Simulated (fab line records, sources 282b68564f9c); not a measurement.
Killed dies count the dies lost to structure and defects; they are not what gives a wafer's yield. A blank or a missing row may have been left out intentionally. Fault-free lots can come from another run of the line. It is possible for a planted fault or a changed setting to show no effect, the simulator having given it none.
fab line records	flow rit_cmos
record: lots: 6	wafers: 18	last_day: 6
route steps=202 shown PSD@144 SDANNEAL@153 NSD@158 PLDD@159 NLDD@160 M1@202
lots untouched by any fault: they come from a run of this same line in which no faults occurred
start_h: hours from the record's opening day to when the first of the lot's shown wafers began	wait_h: hours from the lot's prior step to this one	" identical to the entry in the row above	L1.1+2: a row that stands for several wafers	- no value present, or no start provided	* or withheld: withheld	< > ~ a bound
route shown NAME@n: names a module that has steps shown in the file, with the first one's number in the route	usual: mean/standard deviation taken from wafers without a fault	same: alike in all rows	chamber/n: place in a boat	sites: per-site readings	_std_site: how widely they spread, as a standard deviation	_edge_site: outer sites' mean less inner sites'	radius_mm: for every site, how far away it sits from the centre of the wafer	mask NAME#n: copy n	behind: the tool/chamber that last shaped the wafer	hold: the reason the lot was held/the length of the hold in hours/how it ended	device: whichever transistor did not switch (one of n, p or np)	end of line: at the end of the route, the tests of the same wafers	a step with no rows: only its recipe	killed: dies lost to structure and defects at the first sort, not the wafer's yield	map: a wafer's dies, marking killed ones x, the rest . and places with no die _
set.NAME: the run value of the setting; set.NAME@STEP: its run value at that earlier step	model.NAME: the simulator's own value behind a step, which no gauge read
lots at some steps of the route; a table a step, a row a wafer
services: when a tool's chamber went out of use (start_h, in hours from the record's first day, below 0 if earlier), for how many hours, and the reason
== steps ==
step: RIT_PSD_SOFTBAKE_02
recipe: resist: NOVOLAK	temp_c: 90	time_s: 60
step: RIT_PSD_EXPOSE_03
recipe: mask_id: M10	na: 0.57	target_cd_nm: 40900	dose_mj: 250
step: RIT_PSD_PEB_04
recipe: resist: NOVOLAK	temp_c: withheld	time_s: withheld
step: RIT_PSD_DEVELOP_05
recipe: resist: NOVOLAK	develop_time_s: 50	dev_temp_c: 23
step: RIT_PSD_OVL_MEAS_06
usual: PSD_OVL: 1.1/1.7
lot.wafer	tool	chamber	start_h	wait_h	PSD_OVL[nm]
L930.3	overlay-02	-	53.61	-	2.4
L930.5	"	-	"	"	2.8
L930.6	"	-	"	"	1.1
L931.3	overlay-01	-	59.73	-	1.8
L931.5	"	-	"	"	1.0
L931.6	"	-	"	"	0.4
L935.3	overlay-01	-	78.55	-	0.3
L935.5	"	-	"	"	0.0
L935.6	"	-	"	"	1.8
L937.3	overlay-02	-	88.91	-	2.5
L937.5	"	-	"	"	0.4
L937.6	"	-	"	"	0.0
L942.1	overlay-02	-	113.44	-	-0.8
L942.2	"	-	"	"	-1.5
L942.6	"	-	"	"	-2.5
L947.1	overlay-02	-	143.04	-	1.8
L947.3	"	-	"	"	-0.7
L947.5	"	-	"	"	-0.9
step: RIT_PSD_HARDBAKE_07
recipe: resist: NOVOLAK	temp_c: 140	time_s: 60
step: RIT_PSD_IMPLANT_08
recipe: species: BF2	energy_kev: 27	dose_cm2: 5e+15	tilt_deg: 7
step: RIT_PSD_STRIP_09
recipe: chemistry: O2	time_s: 180	resist: NOVOLAK	platen_temp_c: withheld	power_w: 500	pressure_mtorr: 4000	o2_flow_sccm: 4000
usual: drypump_motor_current_A: 5.8/0.38
lot.wafer	tool	chamber	start_h	wait_h	drypump_motor_current_A	rf_hours_counter_h
L930.3	plasma_asher-01	1	54.07	0.1	5.9	-
L930.5	"	0	"	"	5.8	-
L930.6	"	1	"	"	5.9	-
L931.3	plasma_asher-04	0	60.12	0.1	6.4	-
L931.5	"	1	"	"	5.2	-
L931.6	"	0	"	"	6.3	-
L935.3	plasma_asher-01	0	78.93	0.1	5.8	-
L935.5	"	0	"	"	5.8	-
L935.6	"	1	"	"	5.9	-
L937.3	plasma_asher-02	1	89.29	0.1	6.2	-
L937.5	"	1	"	"	6.1	-
L937.6	"	0	"	"	5.4	-
L942.1	plasma_asher-04	0	113.77	0.1	6.3	31
L942.2	"	1	"	"	5.2	31
L942.6	"	0	"	"	6.3	-
L947.1	plasma_asher-04	0	143.44	0.1	6.3	34
L947.3	"	0	"	"	6.3	-
L947.5	"	0	"	"	6.3	-
step: RIT_PSD_TW_MEAS_10
usual: PSD_TW: 3406/34
lot.wafer	tool	chamber	start_h	wait_h	PSD_TW
L930.3	film_metro-01	-	54.21	0.1	3402
L930.5	"	-	"	"	3392
L930.6	"	-	"	"	3367
L931.3	film_metro-02	-	60.25	0.1	3464
L931.5	"	-	"	"	3479
L931.6	"	-	"	"	3475
L935.3	film_metro-02	-	79.06	0.1	3469
L935.5	"	-	"	"	3451
L935.6	"	-	"	"	3454
L937.3	film_metro-01	-	89.43	0.1	3380
L937.5	"	-	"	"	3332
L937.6	"	-	"	"	3365
L942.1	film_metro-03	-	113.95	0.1	3427
L942.2	"	-	"	"	3405
L942.6	"	-	"	"	3422
L947.1	film_metro-01	-	143.62	0.1	3403
L947.3	"	-	"	"	3394
L947.5	"	-	"	"	3401
step: RIT_SDANNEAL_CLEAN_00
recipe: chemistry: SC1	mix: 3:3:50	time_s: 600	temp_c: 75
step: RIT_SDANNEAL_CLEAN_01
recipe: chemistry: dHF	dilution: 50:1	time_s: 30
step: RIT_SDANNEAL_CLEAN_02
recipe: chemistry: SC2	mix: 3:3:50	time_s: 600	temp_c: 75	dry: n2_spin
step: RIT_SDANNEAL_RTA_03
recipe: temp_c: 1050	time_s: 5	idle_temp_c: 600	ramp_up_c_per_s: 342	ramp_down_c_per_s: 171	cool_to_c: 600	ambient: N2
usual: wafer_temp_C_max: 1053.5/1.1
lot.wafer	tool	chamber	start_h	wait_h	wafer_temp_C_max
L930.3	rtp_anneal-01	0	55.05	0.0	1053.1
L930.5	"	0	"	"	1053.0
L930.6	"	0	"	"	1054.3
L931.3	rtp_anneal-02	0	61.09	0.0	1054.5
L931.5	"	0	"	"	1056.6
L931.6	"	0	"	"	1051.2
L935.3	rtp_anneal-02	0	79.51	0.0	1054.2
L935.5	"	0	"	"	1054.8
L935.6	"	0	"	"	1052.3
L937.3	rtp_anneal-02	0	89.87	0.0	1051.9
L937.5	"	0	"	"	1054.2
L937.6	"	0	"	"	1053.4
L942.1	rtp_anneal-01	0	114.38	0.0	1053.1
L942.2	"	0	"	"	1054.5
L942.6	"	0	"	"	1054.5
L947.1	rtp_anneal-01	0	144.04	0.0	1053.2
L947.3	"	0	"	"	1054.6
L947.5	"	0	"	"	1053.1
step: RIT_SDANNEAL_RS_MEAS_04
recipe: thk_meas_gauge: four-point-probe
usual: PSD_RS: 115.95/0.26
lot.wafer	tool	chamber	start_h	wait_h	PSD_RS[ohm/sq]
L930.3	film_metro-01	-	55.13	0.1	115.92
L930.5	"	-	"	"	115.59
L930.6	"	-	"	"	116.07
L931.3	film_metro-03	-	61.17	0.1	115.91
L931.5	"	-	"	"	116.04
L931.6	"	-	"	"	116.02
L935.3	film_metro-01	-	79.59	0.1	118.46
L935.5	"	-	"	"	118.11
L935.6	"	-	"	"	118.52
L937.3	film_metro-03	-	89.95	0.1	118.42
L937.5	"	-	"	"	118.61
L937.6	"	-	"	"	118.63
L942.1	film_metro-01	-	114.43	0.0	116.05
L942.2	"	-	"	"	115.89
L942.6	"	-	"	"	116.06
L947.1	film_metro-03	-	144.10	0.0	115.41
L947.3	"	-	"	"	115.73
L947.5	"	-	"	"	115.71
step: RIT_SDANNEAL_RS_MEAS_05
recipe: thk_meas_gauge: four-point-probe
usual: NSD_RS: 84.58/0.26
lot.wafer	tool	chamber	start_h	wait_h	NSD_RS[ohm/sq]
L930.3	film_metro-01	-	55.25	0.1	84.61
L930.5	"	-	"	"	84.67
L930.6	"	-	"	"	84.67
L931.3	film_metro-03	-	61.29	0.1	84.50
L931.5	"	-	"	"	84.30
L931.6	"	-	"	"	84.38
L935.3	film_metro-01	-	79.71	0.1	85.06
L935.5	"	-	"	"	85.44
L935.6	"	-	"	"	85.25
L937.3	film_metro-03	-	90.07	0.1	85.17
L937.5	"	-	"	"	85.20
L937.6	"	-	"	"	85.45
L942.1	film_metro-01	-	114.55	0.1	84.57
L942.2	"	-	"	"	84.66
L942.6	"	-	"	"	84.69
L947.1	film_metro-03	-	144.22	0.1	84.66
L947.3	"	-	"	"	84.75
L947.5	"	-	"	"	84.34
step: RIT_SDANNEAL_RS_MEAS_06
recipe: thk_meas_gauge: four-point-probe
usual: PLDD_RS: 178.6/0.46
lot.wafer	tool	chamber	start_h	wait_h	PLDD_RS[ohm/sq]
L930.3	film_metro-01	-	55.37	0.1	178.5
L930.5	"	-	"	"	178.5
L930.6	"	-	"	"	178.7
L931.3	film_metro-03	-	61.41	0.1	178.1
L931.5	"	-	"	"	178.8
L931.6	"	-	"	"	178.4
L935.3	film_metro-01	-	79.83	0.1	181.0
L935.5	"	-	"	"	180.9
L935.6	"	-	"	"	180.4
L937.3	film_metro-03	-	90.19	0.1	182.2
L937.5	"	-	"	"	182.0
L937.6	"	-	"	"	182.4
L942.1	film_metro-01	-	114.67	0.1	179.1
L942.2	"	-	"	"	179.1
L942.6	"	-	"	"	178.9
L947.1	film_metro-03	-	144.34	0.1	178.3
L947.3	"	-	"	"	178.3
L947.5	"	-	"	"	178.8
step: RIT_SDANNEAL_RS_MEAS_07
recipe: thk_meas_gauge: four-point-probe
usual: NLDD_RS: 151.5/0.52
lot.wafer	tool	chamber	start_h	wait_h	NLDD_RS[ohm/sq]
L930.3	film_metro-01	-	55.49	0.1	151.5
L930.5	"	-	"	"	150.9
L930.6	"	-	"	"	151.1
L931.3	film_metro-03	-	61.53	0.1	151.2
L931.5	"	-	"	"	151.3
L931.6	"	-	"	"	151.3
L935.3	film_metro-01	-	79.95	0.1	152.1
L935.5	"	-	"	"	152.0
L935.6	"	-	"	"	151.9
L937.3	film_metro-03	-	90.31	0.1	151.0
L937.5	"	-	"	"	151.4
L937.6	"	-	"	"	151.5
L942.1	film_metro-01	-	114.79	0.1	151.4
L942.2	"	-	"	"	151.2
L942.6	"	-	"	"	151.7
L947.1	film_metro-03	-	144.46	0.1	151.2
L947.3	"	-	"	"	151.0
L947.5	"	-	"	"	151.6
step: RIT_M1_PROBE_99
usual: killed_at_M0_to_M3: 0.0/0.19	killed_at_contacts: 0.1/0.27	killed_at_front_end: 6.4/2.9	killed_dies: 6.5/3	killed_open: 3.3/1.9	killed_short: 3.2/1.7
same: gross_dies: 264	killed_at_M4_up: 0	killed_at_back_side: 0	killed_at_other: 0
lot.wafer	tool	chamber	start_h	wait_h	killed_at_M0_to_M3	killed_at_contacts	killed_at_front_end	killed_dies	killed_open	killed_short	model.etest.vpnp.gain	model.etest.diode_pplus_comb.cj_ff_um2	model.etest.diode_pplus_nwell.cj_ff_um2
L930.3	prober-01	-	63.70	0.2	0	0	7	7	4	3	1.077	1.969	1.675
L930.5	prober-01	-	63.80	0.2	0	0	6	6	1	5	1.058	1.981	1.692
L930.6	prober-01	-	63.85	0.2	0	0	8	8	5	3	1.075	1.982	1.671
L931.3	prober-02	-	68.68	0.2	0	0	3	3	2	1	1.043	1.993	1.709
L931.5	prober-02	-	68.78	0.2	0	0	11	11	4	7	1.019	2.011	1.708
L931.6	prober-02	-	68.83	0.2	0	0	6	6	3	3	1.039	2.003	1.713
L935.3	prober-02	-	87.36	0.2	0	1	4	5	3	2	0.9532	1.962	1.681
L935.5	prober-02	-	87.46	0.2	0	0	2	2	2	0	0.965	1.96	1.671
L935.6	prober-02	-	87.51	0.2	0	0	8	8	5	3	0.9669	1.967	1.665
L937.3	prober-02	-	98.77	0.2	0	0	11	11	8	3	1	1.947	1.647
L937.5	prober-02	-	98.87	0.2	0	0	6	6	3	3	0.9793	1.944	1.668
L937.6	prober-02	-	98.92	0.2	0	1	7	8	4	4	0.9821	1.958	1.654
L942.1	prober-01	-	125.32	0.1	0	0	2	2	2	0	1.024	2.033	1.732
L942.2	prober-01	-	125.37	0.1	0	0	8	8	4	4	1.033	2.022	1.751
L942.6	prober-01	-	125.57	0.2	0	0	11	11	5	6	1.042	2.025	1.724
L947.1	prober-02	-	152.13	0.1	0	0	5	5	3	2	1.165	1.953	1.63
L947.3	prober-02	-	152.23	0.2	1	0	6	7	0	7	1.154	1.953	1.616
L947.5	prober-02	-	152.33	0.2	0	0	10	10	6	4	1.166	1.95	1.599
killed by level:class
L930.3 GATE:geometric_particle:open=3 FOX1:geometric_particle:short=1 GATE:geometric_particle:short=1 REOX:geometric_particle:short=1 SPACER:geometric_particle:open=1
L930.5 GATE:geometric_particle:short=2 FOX2:geometric_particle:short=1 GATE:geometric_particle:open=1 SPACER:geometric_particle:short=1 SILICIDE:geometric_particle:short=1
L930.6 FOX2:geometric_particle:open=2 GATE:geometric_particle:short=2 FOX1:geometric_particle:open=1 SPACER:geometric_particle:short=1 SPACER:geometric_particle:open=1 SILICIDE:geometric_particle:open=1
L931.3 FOX1:geometric_particle:short=1 FOX1:geometric_particle:open=1 SPACER:geometric_particle:open=1
L931.5 FOX1:geometric_particle:open=2 GATE:geometric_particle:short=2 SPACER:geometric_particle:short=2 SILICIDE:geometric_particle:short=2 REOX:geometric_particle:short=1 REOX:geometric_particle:open=1 SILICIDE:geometric_particle:open=1
L931.6 ACTIVE:geometric_particle:short=1 FOX1:geometric_particle:short=1 FOX1:geometric_particle:open=1 GATE:geometric_particle:open=1 SPACER:geometric_particle:short=1 SILICIDE:geometric_particle:open=1
L935.3 GATE:geometric_particle:open=2 FOX1:geometric_particle:open=1 SPACER:geometric_particle:short=1 CONTACT:geometric_particle:short=1
L935.5 GATE:geometric_particle:open=2
L935.6 GATE:geometric_particle:open=3 GATE:geometric_particle:short=2 FOX2:geometric_particle:open=1 REOX:geometric_particle:open=1 SPACER:geometric_particle:short=1
L937.3 SILICIDE:geometric_particle:open=4 SILICIDE:geometric_particle:short=2 FOX2:geometric_particle:short=1 FOX2:geometric_particle:open=1 GATE:geometric_particle:open=1 REOX:geometric_particle:open=1 SPACER:geometric_particle:open=1
L937.5 GATE:geometric_particle:short=3 GATE:geometric_particle:open=2 REOX:geometric_particle:open=1
L937.6 GATE:geometric_particle:open=2 REOX:geometric_particle:open=2 GATE:geometric_particle:short=1 REOX:geometric_particle:short=1 SILICIDE:geometric_particle:short=1 CONTACT:geometric_particle:short=1
L942.1 GATE:geometric_particle:open=2
L942.2 GATE:geometric_particle:short=3 GATE:geometric_particle:open=3 REOX:geometric_particle:short=1 SPACER:geometric_particle:open=1
L942.6 GATE:geometric_particle:short=3 SILICIDE:geometric_particle:open=2 FOX1:geometric_particle:open=1 GATE:geometric_particle:open=1 REOX:geometric_particle:short=1 REOX:geometric_particle:open=1 SPACER:geometric_particle:short=1 SILICIDE:geometric_particle:short=1
L947.1 GATE:geometric_particle:short=1 GATE:geometric_particle:open=1 REOX:geometric_particle:open=1 SPACER:geometric_particle:open=1 SILICIDE:geometric_particle:short=1
L947.3 GATE:geometric_particle:short=2 SPACER:geometric_particle:short=2 FOX2:geometric_particle:short=1 SILICIDE:geometric_particle:short=1 M1:geometric_particle:short=1
L947.5 SILICIDE:geometric_particle:open=3 FOX1:geometric_particle:short=2 GATE:geometric_particle:short=2 SPACER:geometric_particle:open=2 GATE:geometric_particle:open=1
== services ==
tool	chamber	start_h	hours	kind
plasma_asher-02	-	108.75	9.0	pm
plasma_asher-02	0	108.75	9.0	vent_cycle
plasma_asher-02	1	108.75	9.0	vent_cycle
plasma_asher-02	0	117.75	-	clean
plasma_asher-02	1	117.75	-	clean
rtp_anneal-02	-	143.50	1.0	pm
plasma_asher-01	-	144.01	10.0	pm
== key ==
first_sign: step: RIT_SDANNEAL_RS_MEAS_04	reading: PSD_RS	direction: up	sigmas: 9.5	usual: 115.95	struck: 118.46
effect: step: RIT_SDANNEAL_RS_MEAS_06	reading: PLDD_RS	direction: up	sigmas: 6.3	usual: 178.6	struck: 181.5
model_effect: step: RIT_M1_PROBE_99	value: etest.vpnp.gain	without: 1.036	struck: 0.9744
met_at RIT_SDANNEAL_RTA_03
struck_wafers L935.3,L935.5,L935.6,L937.3,L937.5,L937.6
tester_left_out L935,L937
onset_between 61.09 79.51
fault: kind: process_parameter_drift	tool: rtp_anneal-02	chamber: -	onset_h: 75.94	steps: RIT_SDANNEAL_RTA_03	channel: time_s	offset: *	shape: step	end_h: 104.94	acts_in: *	stated: *
tester_left_out: of these lots the tester's yield and bins aren't shown, on N5 and GAA mostly nor the transistor test; their killed dies are dies lost to structure and defects alone, not to doping, threshold or leakage, so they don't give the yield
